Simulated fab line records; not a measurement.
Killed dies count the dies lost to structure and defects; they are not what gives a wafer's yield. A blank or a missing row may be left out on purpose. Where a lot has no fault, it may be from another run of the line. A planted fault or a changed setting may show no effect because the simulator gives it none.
Problem report, 8D (eight disciplines) form, completed by code -- flow ritCmos -- the parts of the form that need people (team, actions taken, sign-off) are left out

## 1. WHAT WENT WRONG
Wafers without a fault read 34.56 W, standard deviation 0.053; heaterPowerTotalW at RIT_NRETRO_SOFTBAKE_02 reads a mean of 32.55 W on 6 wafers belonging to 2 lots. Relative to the usual mean, that is a shift of -38 standard deviations.
The step: time 60 s.
The first sign was on wafer L277.3 at day 3 01:04, on lithoTrack-03. At this step, 18 wafers from 6 lots have a number in the record. Rule for "out", or "out of limits": more than 4 standard deviations from the usual mean. All remaining wafers that have a number are taken as sound.

## 2. WHAT IT IS, AND WHAT IT ISN'T
question,is,is not
which readings at this step,"heaterPowerTotalW, plateTempC",exhaustPa
which lots,"L277, L279","L274, L275, L288, L292"
which wafers of those lots,all that have a number,-
read on which tools,lithoTrack-03,"lithoTrack-02, lithoTrack-04"
when,from day 3 01:04,"up to then (6 sound wafers); but 6 sound wafers of L288, L292 came after"

## 3. SUSPECTS, AND WHAT RULES EACH OUT
Counting: any tool at a process step up to the reading is kept as a suspect provided that every lot that is out went through it and no sound lot did after the first of them.
- lithoTrack-03 at RIT_NRETRO_SOFTBAKE_02 (time 60 s): kept. Every lot that is out went through it, starting with L277 (day 3 01:04), and after that it ran no sound lot; the last sound lot it ran before then is L274 (day 2 10:04). Out on those wafers are its own readings of heaterPowerTotalW, plateTempC.
Remaining after the count: lithoTrack-03 at RIT_NRETRO_SOFTBAKE_02.

## 4. THE CAUSE (what the simulator had put in)
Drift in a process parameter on lithoTrack-03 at RIT_NRETRO_SOFTBAKE_02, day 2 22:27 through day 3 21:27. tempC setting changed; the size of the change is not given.
Counting left only this tool.

## 5. THE CHAIN OF EFFECTS, in route order
Each row: a reading where the mean over the struck wafers with a number is more than 3 standard deviations away from the usual. Readings are gone through only where the record gives a usual standard deviation; hours: the median, over the lots, of the time from a lot's start at the first step in this table giving one to that lot's start at this step; sigmas: the change measured in usual standard deviations.
hours,step,reading,usual,on struck wafers,change,sigmas
0,RIT_NRETRO_SOFTBAKE_02,heaterPowerTotalW,34.56 W,32.55,-2.01,-38
0,RIT_NRETRO_SOFTBAKE_02,plateTempC,89.98 C,86.16,-3.82,-27
Its process steps:
- RIT_NRETRO_SOFTBAKE_02: time 60 s.
At these later measuring or inspecting steps, every struck wafer for which the step has a row has a number for every such reading, and none has moved that far: RIT_NRETRO_OVL_MEAS_06.

## 6. WHAT WOULD HAVE CAUGHT IT SOONER
The fault began at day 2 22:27; the first out-of-limits reading in this record came at day 3 01:04, 3 hours later.
